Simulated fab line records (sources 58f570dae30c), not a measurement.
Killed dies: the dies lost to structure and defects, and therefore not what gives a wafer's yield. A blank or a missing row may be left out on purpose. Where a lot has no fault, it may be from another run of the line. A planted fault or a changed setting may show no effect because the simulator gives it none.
Split-lot study    flow berkeley_cmos170    23 wafers read across 5 lots, on a route 331 steps long

== SPLIT DETAILS ==
At UCB170_CONTACT_COAT_10 (resist thk 900 nm), the setting resist_thk_nm was moved away from the recipe's 900 nm on 11 of the 23 wafers read, by +1.7% to +5.2%. This setting was run at the recipe's value on the other wafers.

Between the split and the reading, the file records no step.

== THE READING ==
KrF_of_CONTACT_COAT_10.thk_nm (the simulator's own value, which no gauge read), in nm, at UCB170_CONTACT_ETCH_18 (etches PSG in CHF3/CF4/Ar, stops on TiSi2, target depth 840 nm, time 195 s). No usual value for it is given in the file. The 12 wafers here that ran the recipe average 691.3 nm, standard deviation 5.2 nm.

wafer   tool, chamber at the split  resist_thk_nm as run, nm  against the recipe  KrF_of_CONTACT_COAT_10.thk_nm, nm  against lot-mates on the recipe
L077.1  litho_track-01, 0           900                       recipe              693.9                              -
L077.2  litho_track-01, 0           900                       recipe              691                                -
L077.4  litho_track-01, 0           900                       recipe              694.5                              -
L084.1  litho_track-02, 0           945.9                     +5.1%               731.8                              +37.2
L084.2  litho_track-02, 0           945.9                     +5.1%               737.4                              +42.8
L084.4  litho_track-02, 0           945.9                     +5.1%               744.7                              +50.1
L084.5  litho_track-02, 0           900                       recipe              701.7                              -
L084.6  litho_track-02, 0           900                       recipe              687.5                              -
L083.1  litho_track-04, 0           900                       recipe              691.1                              -
L083.2  litho_track-04, 0           914.9                     +1.7%               705.3                              +13.5
L083.3  litho_track-04, 0           900                       recipe              692.4                              -
L083.5  litho_track-04, 0           914.9                     +1.7%               709.5                              +17.8
L083.6  litho_track-04, 0           914.9                     +1.7%               708.9                              +17.1
L080.2  litho_track-04, 0           900                       recipe              678.4                              -
L080.3  litho_track-04, 0           900                       recipe              693.8                              -
L080.4  litho_track-04, 0           900                       recipe              688.4                              -
L080.5  litho_track-04, 0           923.7                     +2.6%               714.2                              +27.3
L080.6  litho_track-04, 0           923.7                     +2.6%               709.3                              +22.4
L082.1  litho_track-04, 0           946.6                     +5.2%               741.1                              +49.7
L082.2  litho_track-04, 0           900                       recipe              690.7                              -
L082.4  litho_track-04, 0           946.6                     +5.2%               734.7                              +43.3
L082.5  litho_track-04, 0           946.6                     +5.2%               740.5                              +49.1
L082.6  litho_track-04, 0           900                       recipe              692.1                              -

THE FIT
A straight line over all 23 wafers: KrF_of_CONTACT_COAT_10.thk_nm changes by +9.1 nm for each +1% of resist_thk_nm; r = +0.97; the points scatter about the line by 4.8 nm.
The same after taking each lot's own level away (the mean of its wafers on the recipe; 23 wafers): +8.85 nm for each +1%; r = +0.98; scatter 4.3 nm.
That fit puts the effect of the largest move of resist_thk_nm on the reading at 46 nm.
From 686.87 to 694.60 nm: that is the span of the lots' own levels, equal to 1.5 times the standard deviation above.
The two slopes are in agreement: the lot-to-lot level therefore moves the slope only a little.
Check: +45.5 nm against its lot-mates is what the line predicts for one of the wafers moved furthest among these (+5.2%) when that wafer is left out of the fit. Against them it came out at +49.7 nm.

== OTHER SPLITS APPLIED TO THESE WAFERS ==
Before the reading, these wafers also passed through other splits. Each is held against what the fit with the lots' levels taken away leaves over:
other split on the same wafers     wafers away from the commonest value  r with KrF_of_CONTACT_COAT_10.thk_nm (lot level and that fit taken away)
UCB170_PLDD_EXPOSE_03 dose_mj      7                                     +0.07
UCB170_NLDD_COAT_01 resist_thk_nm  7                                     -0.03
UCB170_SDANNEAL_RTA_01 time_s      11                                    -0.35
UCB170_SILICIDE_SPUTTER_01 time_s  9                                     +0.10

== THE WHOLE CHAIN: every reading that the file lists as answering this split, in the file's order ==
step                    what it does                                                                reading                                                                         change (the file's fit)               r (the file's)
UCB170_CONTACT_COAT_10  resist thk 900 nm                                                           KrF_of_CONTACT_COAT_10.thk_nm (the simulator's own value, which no gauge read)  +9.16 nm for each +1% of the setting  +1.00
UCB170_CONTACT_ETCH_18  etches PSG in CHF3/CF4/Ar, stops on TiSi2, target depth 840 nm, time 195 s  KrF_of_CONTACT_COAT_10.thk_nm (the simulator's own value, which no gauge read)  +8.94 nm for each +1% of the setting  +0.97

== FILE'S OWN FIT ==
KrF_of_CONTACT_COAT_10.thk_nm changes by +8.94 nm for each +1% of resist_thk_nm, r = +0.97.
